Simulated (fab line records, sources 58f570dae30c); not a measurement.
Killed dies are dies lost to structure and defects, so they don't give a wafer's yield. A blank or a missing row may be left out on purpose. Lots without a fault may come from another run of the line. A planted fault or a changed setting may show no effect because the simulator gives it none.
Split-lot experiment | flow berkeley_cmos170 | 5 lots, 23 wafers read, on a route of 331 steps

THE SPLIT
At UCB170_V1_CVD_00 (deposits SiO2 from TEOS/O2, target thk 2000 nm, time 250 s), the setting time_s was moved away from the recipe's 250 s on 9 of the 23 wafers read, by -14.2% to +9.7%. The other wafers ran this setting at the recipe's value.

The file shows no step between the split and the reading.

THE READING
V1_TEOS_THK, in nm, at UCB170_V1_THK_MEAS_01. Fault-free wafers of this fab line usually give 2011 nm, standard deviation 31 nm.

wafer  | tool, chamber at the split | time_s as run, s | against the recipe | V1_TEOS_THK, nm | against lot-mates on the recipe
L077.1 | pecvd-04, 0                | 250              | recipe             | 1975            | -
L077.2 | pecvd-04, 1                | 250              | recipe             | 1971            | -
L077.3 | pecvd-04, 2                | 250              | recipe             | 2001            | -
L077.4 | pecvd-04, 0                | 214.4            | -14.2%             | 1711            | -271
L077.5 | pecvd-04, 2                | 214.4            | -14.2%             | 1757            | -225
L076.1 | pecvd-02, 0                | 262              | +4.8%              | 2105            | +78
L076.2 | pecvd-02, 2                | 250              | recipe             | 2023            | -
L076.3 | pecvd-02, 1                | 250              | recipe             | 2032            | -
L076.4 | pecvd-02, 1                | 262              | +4.8%              | 2163            | +136
L076.5 | pecvd-02, 0                | 262              | +4.8%              | 2135            | +108
L081.2 | pecvd-04, 0                | 250              | recipe             | 1979            | -
L081.4 | pecvd-04, 1                | 250              | recipe             | 1991            | -
L081.6 | pecvd-04, 0                | 250              | recipe             | 2000            | -
L084.1 | pecvd-02, 0                | 274.2            | +9.7%              | 2193            | +167
L084.2 | pecvd-02, 1                | 250              | recipe             | 1992            | -
L084.4 | pecvd-02, 0                | 250              | recipe             | 2021            | -
L084.5 | pecvd-02, 2                | 250              | recipe             | 2064            | -
L084.6 | pecvd-02, 1                | 274.2            | +9.7%              | 2236            | +210
L085.2 | pecvd-03, 1                | 250              | recipe             | 1984            | -
L085.3 | pecvd-03, 0                | 237.3            | -5.1%              | 1916            | -128
L085.4 | pecvd-03, 2                | 250              | recipe             | 2059            | -
L085.5 | pecvd-03, 0                | 250              | recipe             | 2090            | -
L085.6 | pecvd-03, 1                | 237.3            | -5.1%              | 1924            | -120

THE FIT
A straight line over all 23 wafers: V1_TEOS_THK changes by +20.4 nm for each +1% of time_s; r = +0.96; the points scatter about the line by 33 nm.
The same after taking each lot's own level away (the mean of its wafers on the recipe; 23 wafers): +19 nm for each +1%; r = +0.97; scatter 28 nm.
On that fit, the largest move of time_s shifts the reading by 2.7e+02 nm.
The lots' own levels span 1982.3 to 2044.3 nm, that is 2.0 times the standard deviation above.
So the lot-to-lot level changes the slope little: the two slopes agree.
Check: with one of the wafers moved furthest among these (-14.2%) left out of the fit, the line predicts -267 nm for it against its lot-mates. It came out at -271 nm against them.

OTHER SPLITS ON THESE WAFERS
These wafers also went through other splits before the reading. Each is held against what the fit with the lots' levels taken away leaves over:
other split on the same wafers        | wafers away from the commonest value | r with V1_TEOS_THK (lot level and that fit taken away)
UCB170_NSD_COAT_01 resist_thk_nm      | 10                                   | -0.05
UCB170_SILICIDE_SPUTTER_01 power_w    | 9                                    | -0.04
UCB170_CONTACT_CVD_01 time_s          | 10                                   | -0.01
UCB170_CONTACT_EXPOSE_12 dose_mj      | 6                                    | -0.06
UCB170_CONTACT_ETCH_18 over_etch_frac | 10                                   | -0.06
UCB170_M1_ETCH_11 bias_w              | 9                                    | -0.21

THE WHOLE CHAIN: every reading that the file lists as answering this split, in the file's order
step                  | what it does                                               | reading                                                                   | change (the file's fit)              | r (the file's)
UCB170_V1_CVD_00      | deposits SiO2 from TEOS/O2, target thk 2000 nm, time 250 s | SiO2_of_V1_CVD_00.thk_nm (the simulator's own value, which no gauge read) | +18.7 nm for each +1% of the setting | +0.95
UCB170_V1_THK_MEAS_01 |                                                            | V1_TEOS_THK                                                               | +18.8 for each +1% of the setting    | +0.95

THE FILE'S OWN FIT
V1_TEOS_THK changes by +18.8 nm for each +1% of time_s, r = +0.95.
